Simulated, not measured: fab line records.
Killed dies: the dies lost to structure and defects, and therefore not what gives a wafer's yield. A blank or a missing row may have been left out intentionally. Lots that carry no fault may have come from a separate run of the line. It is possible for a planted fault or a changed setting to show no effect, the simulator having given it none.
Lot-split experiment | flow berkeleyCmos170 | 27 wafers read across 5 lots, on a route 331 steps long

## ABOUT THE SPLIT
At UCB170_V1_CVD_00 (deposits SiO2 from TEOS/O2, target thk 2000 nm, time 250 s), the setting timeS was moved away from the recipe's 250 s on 6 of the 27 wafers read, by +20.1% to +38.9%. The other wafers ran this setting at the recipe's value.

Between the split and the reading, the file records no step.

## THE READING
At UCB170_V1_THK_MEAS_01: V1_TEOS_THK, given in nm. On this fab line, fault-free wafers typically give 1998 nm with a standard deviation of 28 nm.

wafer  | tool, chamber at the split | timeS as run, s | against the recipe | V1_TEOS_THK, nm | against lot-mates on the recipe
L075.1 | pecvd-02, 1                | 250             | recipe             | 2001            | -
L075.2 | pecvd-02, 0                | 250             | recipe             | 1999            | -
L075.3 | pecvd-02, 2                | 300.3           | +20.1%             | 2378            | +360
L075.4 | pecvd-02, 2                | 300.3           | +20.1%             | 2403            | +385
L075.5 | pecvd-02, 1                | 300.3           | +20.1%             | 2434            | +416
L075.6 | pecvd-02, 0                | 250             | recipe             | 2053            | -
L076.1 | pecvd-03, 1                | 250             | recipe             | 1973            | -
L076.2 | pecvd-03, 2                | 250             | recipe             | 2006            | -
L076.3 | pecvd-03, 0                | 250             | recipe             | 2008            | -
L076.4 | pecvd-03, 0                | 250             | recipe             | 2040            | -
L076.5 | pecvd-03, 1                | 250             | recipe             | 1986            | -
L076.6 | pecvd-03, 2                | 250             | recipe             | 2048            | -
L077.1 | pecvd-01, 1                | 250             | recipe             | 1968            | -
L077.2 | pecvd-01, 0                | 250             | recipe             | 1981            | -
L077.6 | pecvd-01, 0                | 250             | recipe             | 2000            | -
L078.1 | pecvd-03, 0                | 250             | recipe             | 2022            | -
L078.2 | pecvd-03, 1                | 250             | recipe             | 1980            | -
L078.3 | pecvd-03, 2                | 250             | recipe             | 2009            | -
L078.4 | pecvd-03, 1                | 250             | recipe             | 2011            | -
L078.5 | pecvd-03, 0                | 250             | recipe             | 2052            | -
L078.6 | pecvd-03, 2                | 250             | recipe             | 2042            | -
L082.1 | pecvd-03, 2                | 347.2           | +38.9%             | 2768            | +788
L082.2 | pecvd-03, 0                | 347.2           | +38.9%             | 2785            | +805
L082.3 | pecvd-03, 1                | 250             | recipe             | 1931            | -
L082.4 | pecvd-03, 0                | 250             | recipe             | 2031            | -
L082.5 | pecvd-03, 2                | 347.2           | +38.9%             | 2825            | +845
L082.6 | pecvd-03, 1                | 250             | recipe             | 1977            | -

FIT RESULTS
A straight line over all 27 wafers: V1_TEOS_THK changes by +20.2 nm for each +1% of timeS; r = +0.99; the points scatter about the line by 31 nm.
The same after taking each lot's own level away (the mean of its wafers on the recipe; 27 wafers): +20.6 nm for each +1%; r = +0.99; scatter 29 nm.
According to that fit, moving timeS by its largest amount changes the reading by 8e+02 nm.
The span of the lots' own levels, 1979.7 to 2019.3 nm, comes to 1.4 times the standard deviation stated above.
Consequently the slope shifts little with the lot-to-lot level, the two slopes agreeing.
Check: for one of the wafers moved furthest among these (+38.9%), held out of the fit, the line's prediction against its lot-mates is +804 nm. Against them it came out at +788 nm.

## OTHER SPLITS APPLIED TO THESE WAFERS
These wafers also went through other splits before the reading. Each is held against what the fit with the lots' levels taken away leaves over:
other split on the same wafers   | wafers away from the commonest value | r with V1_TEOS_THK (lot level and that fit taken away)
UCB170_ZERO_ETCH_06 targetDepthA | 6                                    | +0.12

## THE WHOLE CHAIN: every reading that the file lists as answering this split, in the file's order
step                  | what it does                                               | reading                                                                  | change (the file's fit)              | r (the file's)
UCB170_V1_CVD_00      | deposits SiO2 from TEOS/O2, target thk 2000 nm, time 250 s | SiO2_of_V1_CVD_00.thkNm (the simulator's own value, which no gauge read) | +20.5 nm for each +1% of the setting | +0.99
UCB170_V1_THK_MEAS_01 |                                                            | V1_TEOS_THK                                                              | +20.6 for each +1% of the setting    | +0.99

## FILE'S OWN FIT
V1_TEOS_THK changes by +20.6 nm for each +1% of timeS, r = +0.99.
